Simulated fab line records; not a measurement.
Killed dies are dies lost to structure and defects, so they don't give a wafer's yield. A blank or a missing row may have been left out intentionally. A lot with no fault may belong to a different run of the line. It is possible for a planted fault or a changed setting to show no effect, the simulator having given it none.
Comparing a struck lot with a sound one | flow rit_cmos | 17 steps out of a route of 202
Sound: the wafers L787.2, L787.4, L787.5. Wafers L794.4, L794.5, L794.6 were the ones struck. The cause is given at the end.
At each step with rows: each side's tool, then ch and its chambers, then its first start. Under that, the readings that differ: sound wafers | struck wafers | difference of the means | sigmas: that difference in standard deviations of wafers without a fault.
alike: readings with means less than 2 such deviations apart, plus words and numbers identical on both sides. not compared: withheld readings, readings lacking a value on some wafer, bounds such as >300 that could conceal the same value, and numbers that have no deviation in the record and whose values overlap.
Wherever a step has rows on one side only, a row that says differs or no value, or a row with sigmas, the two part there. Numbers that have no deviation but don't overlap get no sigmas and don't part them. Lack of a reading on every wafer of one side parts them only where that side has two or more wafers.

first, 1 step without rows for these wafers: RIT_CONTACT_HARDBAKE_10 (time 60 s).
RIT_CONTACT_ETCH_11: etches SiO2 in CHF3/CF4/Ar, stops on TiSi2, target depth 480 nm, time 320 s.
  sound on rie_diel-02 ch 0,1,2, day 3 08:58; struck on rie_diel-03 ch 0,2,3, day 5 03:43
  alike: drypump_motor_current_A, oes_product_au, throttle_valve_pct
  not compared: rf_hours_counter_h
RIT_CONTACT_STRIP_12: strips in O2, time 180 s.
  sound on plasma_asher-02 ch 0,1, day 3 09:10; struck on plasma_asher-01 ch 0,1, day 5 03:58
  alike: drypump_motor_current_A
  not compared: rf_hours_counter_h
RIT_CONTACT_CD_MEAS_90: the cd target is 1000 nm.
  sound: cd_sem-01 at day 3 09:22; struck: cd_sem-02 at day 5 04:08
  alike: cd_nm
then, 2 steps without rows for these wafers: RIT_CONTACT_CLEAN_13 (cleans in SC1, time 600 s); RIT_CONTACT_CLEAN_14 (cleans in SC2, time 600 s).
RIT_M1_SPUTTER_00: material Al, target thk 400 nm, time 500 s.
  sound: pvd_sputter-02 at day 3 10:00; struck: pvd_sputter-02 at day 5 04:35
  alike: throttle_valve_pct
RIT_M1_RS_MEAS_01: measures by four-point-probe.
  sound: film_metro-03 at day 3 10:19; struck: film_metro-03 at day 5 04:56
  alike: M1_AL_RS
RIT_M1_THK_MEAS_02: measures by xrf.
  sound: film_metro-03 at day 3 10:25; struck: film_metro-03 at day 5 05:01
  alike: M1_AL_THK
then, 3 steps without rows for these wafers: RIT_M1_HMDS_03 (prime time 60 s); RIT_M1_COAT_04 (resist thk 1300 nm); RIT_M1_SOFTBAKE_05 (time 60 s).
RIT_M1_EXPOSE_06: exposes mask M12, target cd 2600 nm.
  sound on iline_stepper-02 ch 0, day 3 10:56; struck on iline_stepper-02 ch 0, day 5 05:44
  reading | sound             | struck                     | difference | sigmas
  mask    | M12#0 M12#0 M12#0 | M12_R1#0 M12_R1#0 M12_R1#0 | differs    |
then, 2 steps without rows for these wafers: RIT_M1_PEB_07; RIT_M1_DEVELOP_08 (develop time 68 s).
RIT_M1_CD_MEAS_09: the cd target is 2600 nm.
  sound: cd_sem-01 at day 3 11:22; struck: cd_sem-02 at day 5 06:27
  reading    | sound                | struck               | difference | sigmas
  cd_nm (nm) | 2598.3 2601.0 2601.4 | 2752.9 2752.8 2754.0 | +153.0     | +73
  not compared: hold
RIT_M1_PROBE_99:
  the record holds rows for the sound wafers here (prober-01, day 3 14:14) but none for the struck ones

## WHERE THEY PART
At RIT_M1_EXPOSE_06 first; at RIT_M1_PROBE_99 last (within this record only).

WHY: what had been put in by the simulator
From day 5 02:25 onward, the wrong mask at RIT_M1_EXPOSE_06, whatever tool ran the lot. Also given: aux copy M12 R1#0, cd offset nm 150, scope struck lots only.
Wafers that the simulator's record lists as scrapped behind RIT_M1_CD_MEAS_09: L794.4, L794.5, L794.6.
